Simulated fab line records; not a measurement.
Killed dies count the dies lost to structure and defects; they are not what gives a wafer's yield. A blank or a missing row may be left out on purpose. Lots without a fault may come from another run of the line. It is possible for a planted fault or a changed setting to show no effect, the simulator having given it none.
What tool caused it? | flow rit-cmos | 42 wafers from 14 lots sampled at 7 of the route's 202 steps

WHAT THE GAUGES READ, wafer by wafer
RIT_ACTIVE_THK_MEAS_04. Usual: ACTIVE_NITRIDE_THK typically reads 150.4 nm, with standard deviation 1.4.
lot  | measured    | on            | ACTIVE_NITRIDE_THK (nm)             | flag
L273 | day 1 14:27 | film-metro-03 | 149.4 151.2 151.4                   |
L274 | day 1 19:38 | film-metro-03 | 151.8 152.9 153.6                   |
L275 | day 2 00:21 | film-metro-04 | 150.9 152.0 150.3                   |
L276 | day 2 06:18 | film-metro-03 | 152.8 152.4 152.9                   |
L277 | day 2 09:42 | film-metro-02 | 149.9 148.6 149.7                   |
L279 | day 2 22:34 | film-metro-02 | 150.8 150.4 150.4                   |
L280 | day 3 00:35 | film-metro-03 | 151.0 152.4 151.9                   |
L281 | day 3 05:32 | film-metro-04 | 150.1 150.1 150.2                   |
L282 | day 3 12:05 | film-metro-04 | 149.3 149.0 148.9                   |
L284 | day 3 22:05 | film-metro-04 | 151.4 152.5 150.4                   |
L285 | day 4 01:32 | film-metro-02 | 149.2 149.0 147.8                   |
L287 | day 4 12:18 | film-metro-04 | 131.9 131.3 131.7 131.9 131.2 131.8 | OFF
L292 | day 5 15:05 | film-metro-04 | 131.0 131.5 130.0 131.0 131.5 129.9 | OFF
L296 | day 6 09:35 | film-metro-04 | 150.9 150.1 149.3                   |

RIT_ACTIVE_CD_MEAS_11: the cd target is 1400 nm. Usual: cd-nm at 1399.6 nm, with a standard deviation of 2.5.
lot  | measured    | on        | cd-nm (nm)                                | flag
L273 | day 1 15:24 | cd-sem-01 | 1398.9 1400.5 1399.2                      |
L274 | day 1 20:41 | cd-sem-02 | 1402.0 1400.3 1403.1                      |
L275 | day 2 01:16 | cd-sem-02 | 1401.1 1402.4 1400.3                      |
L276 | day 2 07:20 | cd-sem-02 | 1397.9 1399.7 1399.3                      |
L277 | day 2 10:45 | cd-sem-02 | 1400.2 1399.0 1398.9                      |
L279 | day 2 23:37 | cd-sem-01 | 1400.2 1399.1 1401.5                      |
L280 | day 3 01:38 | cd-sem-02 | 1398.6 1397.4 1400.8                      |
L281 | day 3 06:26 | cd-sem-02 | 1394.5 1395.6 1392.8                      |
L282 | day 3 13:00 | cd-sem-02 | 1394.5 1392.7 1395.0                      |
L284 | day 3 23:08 | cd-sem-01 | 1398.5 1400.4 1400.8                      |
L285 | day 4 02:38 | cd-sem-02 | 1398.7 1399.8 1398.9                      |
L287 | day 4 17:05 | cd-sem-02 | 1396.6 1398.1 1395.0                      |
L292 | day 5 19:18 | cd-sem-01 | 1381.5 1381.1 1381.3 1381.5 1381.1 1381.2 | OFF
L296 | day 6 10:30 | cd-sem-01 | 1400.0 1399.8 1400.0                      |

RIT_FOX2_THK_MEAS_90. Usual: FIELD_OXIDE_LEFT_1_THK typically reads 324 nm, with standard deviation 6.7.
lot  | measured    | on            | FIELD_OXIDE_LEFT_1_THK (nm) | flag
L273 | day 1 20:14 | film-metro-04 | 332 336 339                 |
L274 | day 2 03:23 | film-metro-04 | 332 332 329                 |
L275 | day 2 07:16 | film-metro-01 | 329 330 327                 |
L276 | day 2 12:36 | film-metro-02 | 331 329 325                 |
L277 | day 2 21:48 | film-metro-02 | 320 314 315                 |
L279 | day 3 05:50 | film-metro-01 | 305 318 309                 |
L280 | day 3 09:33 | film-metro-01 | 316 317 311                 |
L281 | day 3 13:56 | film-metro-01 | 317 322 319                 |
L282 | day 3 19:18 | film-metro-01 | 309 318 317                 |
L284 | day 4 04:35 | film-metro-02 | 343 335 341                 |
L285 | day 4 09:31 | film-metro-01 | 315 322 322                 |
L287 | day 4 23:37 | film-metro-02 | 329 330 323                 |
L292 | day 6 10:17 | film-metro-04 | 328 326 328                 |
L296 | day 6 17:24 | film-metro-04 | 323 321 320                 |

RIT_PWELL_OVL_MEAS_06. Usual: PWELL_OVL typically reads 0.2 nm, with standard deviation 1.4.
lot  | measured    | on         | PWELL_OVL (nm) | flag
L273 | day 1 22:53 | overlay-01 | -0.6 0.9 1.5   |
L274 | day 2 05:59 | overlay-02 | 1.4 0.1 -0.7   |
L275 | day 2 10:01 | overlay-02 | -2.0 -1.8 -1.5 |
L276 | day 2 15:18 | overlay-01 | 0.4 1.5 0.4    |
L277 | day 3 00:32 | overlay-02 | 2.3 2.4 1.1    |
L279 | day 3 08:38 | overlay-02 | 3.3 2.3 2.7    |
L280 | day 3 12:17 | overlay-01 | -1.0 0.4 -0.7  |
L281 | day 3 16:38 | overlay-01 | -1.7 1.2 0.2   |
L282 | day 3 21:55 | overlay-01 | 0.5 1.5 0.0    |
L284 | day 4 07:19 | overlay-01 | 1.4 0.8 1.7    |
L285 | day 4 12:04 | overlay-01 | 1.0 -1.7 1.4   |
L287 | day 5 03:10 | overlay-02 | -0.2 -1.5 -1.3 |
L292 | day 6 13:26 | overlay-02 | -0.5 -0.5 -0.3 |
L296 | day 6 20:01 | overlay-02 | -0.9 -0.4 -1.5 |

RIT_NSD_OVL_MEAS_06. Usual: NSD_OVL typically reads 0.2 nm, with standard deviation 1.2.
lot  | measured    | on         | NSD_OVL (nm)   | flag
L273 | day 3 01:52 | overlay-02 | -2.2 -1.5 -1.9 |
L274 | day 3 10:05 | overlay-02 | 1.6 0.2 0.7    |
L275 | day 3 15:13 | overlay-02 | 0.6 -1.7 -1.8  |
L276 | day 3 22:07 | overlay-02 | 0.3 -1.3 -1.1  |
L277 | day 4 01:59 | overlay-01 | -1.1 -0.3 0.0  |
L279 | day 4 10:34 | overlay-01 | -2.2 -1.0 -0.9 |
L280 | day 4 15:54 | overlay-01 | -1.6 -1.0 -0.1 |
L281 | day 4 23:56 | overlay-02 | -0.9 -2.5 0.0  |
L282 | day 5 01:59 | overlay-02 | 0.9 -0.5 0.2   |
L284 | day 5 13:07 | overlay-01 | 2.6 0.4 1.5    |
L285 | day 5 15:17 | overlay-01 | 1.1 0.3 0.9    |
L287 | day 6 09:14 | overlay-02 | 0.6 -0.5 0.6   |
L292 | day 7 19:17 | overlay-02 | 0.0 1.0 0.9    |
L296 | day 7 20:31 | overlay-01 | -0.1 1.1 0.1   |

TOOL THAT RAN EACH LOT (tool first, then ch and the chambers of the sampled wafers, then the start)
lot  | RIT_ACTIVE_CVD_03          | RIT_ACTIVE_ETCH_13
L273 | lpcvd-02 ch 0, day 1 13:02 | rie-diel-03 ch 0,1,3, day 1 15:40
L274 | lpcvd-01 ch 0, day 1 18:13 | rie-diel-01 ch 1,2, day 1 20:56
L275 | lpcvd-02 ch 1, day 1 22:56 | rie-diel-04 ch 0,1,2, day 2 01:31
L276 | lpcvd-01 ch 0, day 2 04:53 | rie-diel-04 ch 0,1, day 2 07:36
L277 | lpcvd-01 ch 1, day 2 08:16 | rie-diel-04 ch 1,2, day 2 11:00
L279 | lpcvd-02 ch 1, day 2 21:09 | rie-diel-01 ch 1,2,3, day 2 23:52
L280 | lpcvd-01 ch 0, day 2 23:10 | rie-diel-04 ch 0,1,2, day 3 02:01
L281 | lpcvd-01 ch 1, day 3 04:07 | rie-diel-01 ch 0,1,3, day 3 06:43
L282 | lpcvd-02 ch 1, day 3 10:39 | rie-diel-04 ch 0,2, day 3 13:15
L284 | lpcvd-01 ch 0, day 3 20:40 | rie-diel-03 ch 1,2, day 3 23:23
L285 | lpcvd-02 ch 0, day 4 00:07 | rie-diel-01 ch 1,2,3, day 4 03:11
L287 | lpcvd-02 ch 0, day 4 10:52 | rie-diel-04 ch 1,2,3, day 4 17:20
L292 | lpcvd-02 ch 0, day 5 13:41 | rie-diel-04 ch 0,1,2, day 5 22:03
L296 | lpcvd-01 ch 1, day 6 08:10 | rie-diel-04 ch 0,1, day 6 10:45
- RIT_ACTIVE_CVD_03: deposits Si3N4 from SiH2Cl2/NH3, target thk 150 nm, time 1500 s.
- RIT_ACTIVE_ETCH_13: etches Si3N4 in SF6, stops on SiO2, time 210 s, target depth 210 nm.

AS READ BY THE TOOLS THEMSELVES (means over the sampled wafers that have a number; for cases with no such wafer, the mark the record gives instead)
RIT_ACTIVE_CVD_03. Usual: pressure-mtorr 300.0 mTorr, standard deviation 0.56; zone-power-centre-pct 34.4 %, standard deviation 2.9; zone-power-source-pct 21.6 %, standard deviation 1.
lot  | tool     | pressure-mtorr (mTorr) | zone-power-centre-pct (%) | zone-power-source-pct (%) | flag
L273 | lpcvd-02 | 300.2                  | 37.5                      | 21.8                      |
L274 | lpcvd-01 | 299.6                  | 32.1                      | 22.9                      |
L275 | lpcvd-02 | 300.0                  | 31.1                      | 20.8                      |
L276 | lpcvd-01 | 300.6                  | 32.1                      | 23.4                      |
L277 | lpcvd-01 | 300.1                  | 36.9                      | 21.1                      |
L279 | lpcvd-02 | 300.2                  | 31.1                      | 20.7                      |
L280 | lpcvd-01 | 300.0                  | 32.0                      | 23.2                      |
L281 | lpcvd-01 | 299.9                  | 36.9                      | 21.0                      |
L282 | lpcvd-02 | 299.5                  | 31.2                      | 20.4                      |
L284 | lpcvd-01 | 299.9                  | 31.9                      | 23.3                      |
L285 | lpcvd-02 | 299.9                  | 37.6                      | 21.6                      |
L287 | lpcvd-02 | 299.9                  | 37.7                      | 21.5                      |
L292 | lpcvd-02 | 299.7                  | 37.6                      | 21.8                      |
L296 | lpcvd-01 | 299.8                  | 37.0                      | 20.8                      |

RIT_ACTIVE_ETCH_13. Usual: drypump-motor-current-A 5.9 A, standard deviation 0.41; oes-product-au 0.820 a.u., standard deviation 0.014; throttle-valve-pct 7.47 %, standard deviation 0.11.
lot  | tool        | drypump-motor-current-A (A) | oes-product-au (a.u.) | throttle-valve-pct (%) | flag
L273 | rie-diel-03 | 5.2                         | 0.832                 | 7.51                   |
L274 | rie-diel-01 | 6.0                         | 0.814                 | 7.48                   |
L275 | rie-diel-04 | 6.0                         | 0.825                 | 7.44                   |
L276 | rie-diel-04 | 5.9                         | 0.831                 | 7.46                   |
L277 | rie-diel-04 | 6.1                         | 0.817                 | 7.45                   |
L279 | rie-diel-01 | 6.1                         | 0.812                 | 7.48                   |
L280 | rie-diel-04 | 6.0                         | 0.822                 | 7.46                   |
L281 | rie-diel-01 | 6.0                         | 0.822                 | 7.39                   |
L282 | rie-diel-04 | 6.0                         | 0.827                 | 7.50                   |
L284 | rie-diel-03 | 5.4                         | 0.811                 | 7.53                   |
L285 | rie-diel-01 | 6.1                         | 0.811                 | 7.47                   |
L287 | rie-diel-04 | 6.1                         | 0.756                 | 7.46                   | OFF
L292 | rie-diel-04 | 6.0                         | 0.764                 | 7.45                   | OFF
L296 | rie-diel-04 | 5.9                         | 0.813                 | 7.40                   |

THE ANSWER, worked out from the rows above alone
Rule: take the mean of a lot's wafers that have a number; if it is more than 3 standard deviations from the usual mean, the lot is off. Also off: a lot with no number at a reading for which 4 or more lots have one. All remaining lots with rows at the step are treated as sound. After the gauges, taken in route order, come the tools' own readings; for these a lot's mean is taken, as printed above. At the first step where some lot is off, the reading lying furthest off is the one used; lots without a number count as furthest.
Off: at RIT_ACTIVE_THK_MEAS_04 (ACTIVE_NITRIDE_THK), L287, L292.
If a tool, at a process step before that reading, ran all the lots that are off and no sound lot after the first of them, it fits. Not tried: the gauges at RIT_ACTIVE_THK_MEAS_04; whatever is off there is also off at RIT_ACTIVE_ETCH_13, on other tools, and gauge error can't account for it. One candidate fits, namely lpcvd-02 at RIT_ACTIVE_CVD_03. Its last sound lot is L285 (day 4 00:07), its first lot that is off L287 (day 4 10:52): a fault that began between those two fits.

WHAT THE SIMULATOR HAD INSERTED
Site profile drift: lpcvd-02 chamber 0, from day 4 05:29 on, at RIT_ACTIVE_CVD_03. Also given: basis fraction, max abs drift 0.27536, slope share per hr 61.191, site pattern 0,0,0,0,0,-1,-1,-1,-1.
Shown lots that were struck: L287, L292. The rule given above showed the same thing.
